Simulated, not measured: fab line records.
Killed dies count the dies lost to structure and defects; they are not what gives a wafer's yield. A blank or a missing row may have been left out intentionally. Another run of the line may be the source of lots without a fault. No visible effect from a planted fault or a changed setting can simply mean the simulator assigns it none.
Commonality check across tools ; flow berkeleyCmos170 ; Lots sampled 14, wafers sampled 42

REASON FOR OPENING
At UCB170_M2_RS_MEAS_02 the reading M2_AL_RS is flagged on 2 of 14 lots. Fault-free wafers read 0.0322 ohm/sq, with a standard deviation of 0.00035.
Rule: a lot is flagged when every wafer of it that has a number lies more than 4 standard deviations from that mean, or none has a number. All remaining lots are regarded as sound.

lot;measured;on;M2_AL_RS (ohm/sq), wafer by wafer;flag
L517;day 8 13:28;filmMetro-02;0.0319 0.0316 0.0322;
L521;day 8 21:25;filmMetro-04;0.0319 0.0322 0.0321;
L520;day 8 23:55;filmMetro-02;0.0321 0.0319 0.0319;
L522;day 9 18:20;filmMetro-01;0.0319 0.0319 0.0322;
L524;day 9 18:50;filmMetro-01;0.0325 0.0325 0.0326;
L523;day 9 18:56;filmMetro-04;0.0318 0.0319 0.0317;
L527;day 11 01:21;filmMetro-01;0.0162 0.0161 0.0160;FLAGGED
L530;day 11 13:59;filmMetro-04;0.0162 0.0159 0.0159;FLAGGED
L529;day 11 15:22;filmMetro-01;0.0327 0.0326 0.0329;
L534;day 12 04:22;filmMetro-04;0.0327 0.0327 0.0326;
L535;day 12 04:29;filmMetro-01;0.0323 0.0324 0.0323;
L536;day 12 20:43;filmMetro-01;0.0318 0.0320 0.0319;
L537;day 12 21:04;filmMetro-01;0.0324 0.0323 0.0321;
L538;day 13 04:25;filmMetro-04;0.0327 0.0325 0.0326;
On average the flagged lots' numbers are 0.0161 ohm/sq, which is -0.0161 ohm/sq against the usual, or -46 standard deviations.

LOT BY LOT: THE TOOL USED
The record holds 2 process steps before the reading, out of a route of 331 steps. Cell contents, in order: the tool; ch with the chambers the sampled wafers went through; the start.
lot;flag;UCB170_V1_CMP_02;UCB170_M2_SPUTTER_01
L517;;cmp-01 ch 1,2,3, day 8 10:47;pvdSputter-01, day 8 13:19
L521;;cmp-01 ch 0,1,2, day 8 18:52;pvdSputter-01, day 8 21:17
L520;;cmp-01 ch 0,1,3, day 8 21:31;pvdSputter-02, day 8 23:49
L522;;cmp-02 ch 0,2,3, day 9 14:40;pvdSputter-03, day 9 18:14
L524;;cmp-02 ch 0,1,3, day 9 15:57;pvdSputter-01, day 9 18:42
L523;;cmp-01 ch 0,1, day 9 15:57;pvdSputter-02, day 9 18:48
L527;FLAGGED;cmp-02 ch 1,2, day 10 19:44;pvdSputter-03, day 11 00:59
L530;FLAGGED;cmp-02 ch 2,3, day 11 11:25;pvdSputter-01, day 11 13:33
L529;;cmp-01 ch 0,2,3, day 11 13:00;pvdSputter-03, day 11 15:16
L534;;cmp-02 ch 1,2, day 12 02:09;pvdSputter-03, day 12 04:16
L535;;cmp-01 ch 1,2, day 12 02:13;pvdSputter-01, day 12 04:25
L536;;cmp-02 ch 0,2,3, day 12 16:34;pvdSputter-01, day 12 20:38
L537;;cmp-01 ch 0,1,2, day 12 17:53;pvdSputter-02, day 12 20:58
L538;;cmp-02 ch 0,2,3, day 13 00:50;pvdSputter-02, day 13 04:17
These steps, and what they do:
- UCB170_V1_CMP_02: polishes SiO2.
- UCB170_M2_SPUTTER_01: material Al, target thk 900 nm, time 120 s.
- UCB170_M2_RS_MEAS_02: measures by four-point-probe.

FLAGGED OVER TOTAL, TOOL BY TOOL (the gauges that took the reading come last)
step;tool;lots run;flagged;share of the flagged lots;sound lots run after its first flagged lot
UCB170_V1_CMP_02;cmp-01;7;0;none;-
UCB170_V1_CMP_02;cmp-02;7;2;all;3 (L534,L536,L538)
UCB170_M2_SPUTTER_01;pvdSputter-01;6;1;some;2 (L535,L536)
UCB170_M2_SPUTTER_01;pvdSputter-02;4;0;none;-
UCB170_M2_SPUTTER_01;pvdSputter-03;4;1;some;2 (L529,L534)
UCB170_M2_RS_MEAS_02;filmMetro-01;7;1;some;4 (L529,L535,L536,L537)
UCB170_M2_RS_MEAS_02;filmMetro-02;2;0;none;-
UCB170_M2_RS_MEAS_02;filmMetro-04;5;1;some;2 (L534,L538)

WHAT IS ALLOWED BY THE TABLE
In the table, 1 row covers all flagged lots: cmp-02 at UCB170_V1_CMP_02.
- cmp-02 at UCB170_V1_CMP_02 ran 7 lots, 2 of them flagged. After the first flagged lot (L534, L536, L538), sound lots still ran on it; a lasting fault on the whole tool would not permit that.
None of the table's rows ran every flagged lot and, after the first, no sound lot.

WHAT THE SIMULATOR PUT IN
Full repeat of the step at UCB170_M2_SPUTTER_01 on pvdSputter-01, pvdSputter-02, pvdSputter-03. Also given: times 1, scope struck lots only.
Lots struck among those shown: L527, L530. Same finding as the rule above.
